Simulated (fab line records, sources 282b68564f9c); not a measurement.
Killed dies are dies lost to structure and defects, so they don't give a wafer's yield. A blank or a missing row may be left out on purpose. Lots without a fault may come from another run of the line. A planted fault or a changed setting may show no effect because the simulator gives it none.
Which tool did it? | flow rit_cmos | 13 lots, 39 wafers sampled, at 3 steps of a route of 202

WHAT THE GAUGES READ, wafer by wafer
RIT_M1_RS_MEAS_01: measures by four-point-probe.
lot  | measured    | on            | M1_AL_RS (ohm/sq)
L421 | day 3 08:09 | film_metro-02 | 0.0733 0.0745 0.0738
L422 | day 3 10:16 | film_metro-01 | 0.0721 0.0727 0.0721
L424 | day 3 20:13 | film_metro-03 | 0.0723 0.0734 0.0733
L426 | day 4 06:34 | film_metro-02 | 0.0733 0.0724 0.0732
L427 | day 4 10:17 | film_metro-02 | 0.0741 0.0747 0.0748
L428 | day 4 16:49 | film_metro-02 | 0.0726 0.0731 0.0743
L429 | day 4 21:01 | film_metro-02 | 0.0733 0.0731 0.0741
L430 | day 5 03:16 | film_metro-01 | 0.0737 0.0738 0.0733
L432 | day 5 12:54 | film_metro-02 | 0.0755 0.0760 0.0751
L433 | day 5 16:35 | film_metro-03 | 0.0737 0.0731 0.0734
L434 | day 5 22:40 | film_metro-01 | 0.0751 0.0738 0.0753
L441 | day 7 10:30 | film_metro-01 | 0.0754 0.0737 0.0754
L444 | day 7 23:40 | film_metro-02 | 0.0718 0.0691 0.0732

RIT_M1_THK_MEAS_02: measures by xrf.
lot  | measured    | on            | M1_AL_THK (nm)
L421 | day 3 08:15 | film_metro-02 | 395 393 394
L422 | day 3 10:23 | film_metro-01 | 407 403 407
L424 | day 3 20:20 | film_metro-03 | 403 399 397
L426 | day 4 06:41 | film_metro-02 | 395 397 395
L427 | day 4 10:23 | film_metro-02 | 389 386 386
L428 | day 4 16:55 | film_metro-02 | 399 394 389
L429 | day 4 21:07 | film_metro-02 | 396 395 389
L430 | day 5 03:22 | film_metro-01 | 399 398 402
L432 | day 5 13:01 | film_metro-02 | 384 380 384
L433 | day 5 16:43 | film_metro-03 | 395 400 397
L434 | day 5 22:46 | film_metro-01 | 391 399 390
L441 | day 7 10:37 | film_metro-01 | 392 400 392
L444 | day 7 23:47 | film_metro-02 | 403 420 397

WHICH TOOL RAN EACH LOT (tool, then ch and the chambers of the sampled wafers, then the start)
lot  | RIT_M1_SPUTTER_00
L421 | pvd_sputter-04, day 3 07:49
L422 | pvd_sputter-02, day 3 09:59
L424 | pvd_sputter-02, day 3 19:55
L426 | pvd_sputter-02, day 4 06:15
L427 | pvd_sputter-03, day 4 09:58
L428 | pvd_sputter-02, day 4 16:28
L429 | pvd_sputter-03, day 4 20:41
L430 | pvd_sputter-02, day 5 02:56
L432 | pvd_sputter-03, day 5 12:35
L433 | pvd_sputter-02, day 5 16:17
L434 | pvd_sputter-03, day 5 22:19
L441 | pvd_sputter-03, day 7 10:13
L444 | pvd_sputter-02, day 7 23:22
- RIT_M1_SPUTTER_00: material Al, target thk 400 nm, time 500 s.

WHAT THE TOOLS THEMSELVES READ (means of the sampled wafers that have a number; where no wafer has one, the mark that the record gives instead)
RIT_M1_SPUTTER_00.
lot  | tool           | cathode_dc_power_W (W) | chamber_pressure_pa (Pa) | throttle_valve_pct (%)
L421 | pvd_sputter-04 | 2000.0                 | 0.3996                   | 30.1
L422 | pvd_sputter-02 | 2000.1                 | 0.4000                   | 31.2
L424 | pvd_sputter-02 | 1999.8                 | 0.3999                   | 30.5
L426 | pvd_sputter-02 | 1999.9                 | 0.4005                   | 29.8
L427 | pvd_sputter-03 | 1999.9                 | 0.4004                   | 30.0
L428 | pvd_sputter-02 | 1999.7                 | 0.4004                   | 30.9
L429 | pvd_sputter-03 | 2000.4                 | 0.3997                   | 30.1
L430 | pvd_sputter-02 | 1999.9                 | 0.3997                   | 30.1
L432 | pvd_sputter-03 | 2000.0                 | 0.4008                   | 30.0
L433 | pvd_sputter-02 | 2000.4                 | 0.3994                   | 30.5
L434 | pvd_sputter-03 | 1999.6                 | 0.4010                   | 29.5
L441 | pvd_sputter-03 | 2000.5                 | 0.4004                   | 29.8
L444 | pvd_sputter-02 | 2000.3                 | 0.4004                   | 30.5

THE ANSWER, worked out from the rows above alone
Rule: what is usual is taken from the lots themselves. Put in order of their means at a reading, lots are off if they are a third of the lots or fewer, leave a main group of 4 or more, and stand apart from it by a gap of 3 or more times the standard deviation of the main group's means; of several such gaps the widest counts. A main group whose means are all the same, to the digits that the tables above print for the reading, isn't used. A lot without any number at a reading at which 4 lots or more have one is off too. The other lots that the step has rows for count as sound. The gauges are gone through in route order, then the tools' own readings, and for those a lot's mean is taken as printed above. The first step at which some lot is off is used, and at that step the reading that is off furthest; a lot without a number counts as furthest.
No lot is off at any reading shown: from this, nothing can be told.

WHAT THE SIMULATOR HAD PUT IN
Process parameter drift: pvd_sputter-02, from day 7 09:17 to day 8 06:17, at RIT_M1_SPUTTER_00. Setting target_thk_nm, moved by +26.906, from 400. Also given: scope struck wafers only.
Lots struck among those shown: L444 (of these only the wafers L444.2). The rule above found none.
